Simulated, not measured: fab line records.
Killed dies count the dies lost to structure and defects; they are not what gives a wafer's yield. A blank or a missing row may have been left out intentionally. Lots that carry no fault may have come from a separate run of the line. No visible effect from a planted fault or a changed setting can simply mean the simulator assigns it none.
What tool caused it? | flow ritCmos | 14 lots (42 wafers sampled), 1 step of a 202-step route

## WHAT EACH GAUGE READ, for each wafer
The record lacks any reading of a measuring or inspecting step that a usual standard deviation could be used to judge.

## WHAT TOOL EACH LOT RAN ON (gives the tool, then ch and the chambers of the sampled wafers, and finally the start)
lot  | RIT_NWELL_PEB_04
L977 | lithoTrack-02 ch 0, day 1 22:05
L978 | lithoTrack-04 ch 0, day 2 01:39
L982 | lithoTrack-02 ch 0, day 2 22:19
L983 | lithoTrack-03 ch 0, day 3 02:50
L984 | lithoTrack-03 ch 0, day 3 06:52
L985 | lithoTrack-03 ch 0, day 3 12:04
L987 | lithoTrack-04 ch 0, day 3 22:44
L989 | lithoTrack-03 ch 0, day 4 09:31
L990 | lithoTrack-04, day 4 15:10
L991 | lithoTrack-04, day 4 21:50
L992 | lithoTrack-02 ch 0, day 4 23:03
L998 | lithoTrack-02 ch 0, day 6 05:00
L999 | lithoTrack-03 ch 0, day 6 11:32
L100 | lithoTrack-02 ch 0, day 6 14:52
- RIT_NWELL_PEB_04

## AS READ BY THE TOOLS THEMSELVES (means over the sampled wafers that have a number; for cases with no such wafer, the mark the record gives instead)
RIT_NWELL_PEB_04.
lot  | tool          | exhaustPa (Pa)
L977 | lithoTrack-02 | 44.2
L978 | lithoTrack-04 | 44.1
L982 | lithoTrack-02 | 45.9
L983 | lithoTrack-03 | 44.8
L984 | lithoTrack-03 | 44.2
L985 | lithoTrack-03 | 45.5
L987 | lithoTrack-04 | 45.2
L989 | lithoTrack-03 | 45.5
L990 | lithoTrack-04 | -
L991 | lithoTrack-04 | -
L992 | lithoTrack-02 | 45.5
L998 | lithoTrack-02 | 46.1
L999 | lithoTrack-03 | 45.0
L100 | lithoTrack-02 | 45.6

## THE ANSWER, worked out from the rows above alone
Rule: the lots themselves supply what counts as usual. The widest of any qualifying gaps counts: lots, ordered by their means at a reading, are off when they make up no more than a third of the lots, leave a main group of 4 or more, and stand apart from it by 3 or more times the standard deviation of that group's means. If all means in a main group match to the digits the tables above print for the reading, that group is not used. A lot without any number at a reading at which 4 lots or more have one is off too. Where the step has rows for the other lots, those lots are counted as sound. The gauges are gone through in route order, then the tools' own readings, and for those a lot's mean is taken as printed above. At the first step where some lot is off, the reading lying furthest off is the one used; lots without a number count as furthest.
Off at RIT_NWELL_PEB_04 (exhaustPa): L990, L991. Without a number there: L990, L991. The main group: mean 45.1 Pa, standard deviation 0.65.
A tool fits if, at that step or a process step before it, it ran every lot that is off, and no sound lot after the first of them. One fits: lithoTrack-04 at RIT_NWELL_PEB_04. Its last sound lot is L987 (day 3 22:44), its first lot that is off L990 (day 4 15:10): a fault that began between those two fits.
Blank at RIT_NWELL_PEB_04 on the lots that are off, where sound lots have numbers: exhaustPa.

## WHAT WAS PUT IN BY THE SIMULATOR
Step skipped in full: lithoTrack-04, at RIT_NWELL_PEB_04, from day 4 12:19 onward. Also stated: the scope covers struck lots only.
Lots struck among those shown: L990, L991. This agrees with what the rule above found.
